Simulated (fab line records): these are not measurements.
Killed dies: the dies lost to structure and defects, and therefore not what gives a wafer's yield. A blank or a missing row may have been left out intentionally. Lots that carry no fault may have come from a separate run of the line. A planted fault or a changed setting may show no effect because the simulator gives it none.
2 desks, one fault | flow ritCmos | numbers are kept per desk, each desk with only its own; the story behind them comes last

METROLOGY DESK
Lot by lot, what the gauges showed, no matter which tool ran the lot: averages of those sampled wafers that carry a number. Marked OUT: a lot whose mean sits more than 4 standard deviations from the usual mean, which makes it out of limits; the brackets give that distance.
Columns: A = NSD_TW at RIT_NSD_TW_MEAS_10, usual 3109; B = PSD_OVL at RIT_PSD_OVL_MEAS_06, usual 1.1 nm
lot  | first seen here | A    | B
L843 | day 4 23:01     | 3092 | 2.6
L845 | day 5 06:11     | 3103 | 2.4
L853 | day 6 15:49     | 3121 | 0.7
L855 | day 7 04:41     | 3141 | 0.9
L856 | day 7 06:38     | 3112 | 1.8
L859 | day 8 02:08     | 3128 | 1.8
Finding of this desk: none of the 6 lots has anything out of limits.

AT THE TOOL OWNER'S DESK: implanter-03
For each lot that ran on this tool, the mean over its sampled wafers that have a number, from the tool's own readings at RIT_PSD_IMPLANT_08. Marked OUT: a lot whose mean sits more than 4 standard deviations from the usual mean, which makes it out of limits; the brackets give that distance.
Columns: A = beamEnergyKeV at RIT_PSD_IMPLANT_08, usual 26.999; B = doseIonsCm2 at RIT_PSD_IMPLANT_08, usual 4.999e+15
lot  | first seen here | A      | B
L845 | day 5 07:29     | 26.998 | 4.995e+15
L853 | day 6 16:55     | 27.006 | 4.659e+15 (-52) OUT
L856 | day 7 07:44     | 27.000 | 4.655e+15 (-53) OUT
Finding of this desk: L853, L856 out of limits; the first was L853 at day 6 16:55, on doseIonsCm2 at RIT_PSD_IMPLANT_08. In limits: L845.

PUT TOGETHER
The tool owner's desk had the chance to raise an alarm at day 6 16:55 on L853, L856.
The metrology desk saw nothing out of limits.
The metrology desk has L853, L856 on record, within its limits.
Every lot named ran RIT_PSD_IMPLANT_08 on implanter-03.

WHAT THE SIMULATOR PUT IN
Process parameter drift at RIT_PSD_IMPLANT_08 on implanter-03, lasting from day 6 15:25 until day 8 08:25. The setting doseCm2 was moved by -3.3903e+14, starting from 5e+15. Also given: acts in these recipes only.
Shown lots that were struck: L853, L856.
Each desk's first reading out of limits, in hours after the fault started: the tool owner's desk, 2.
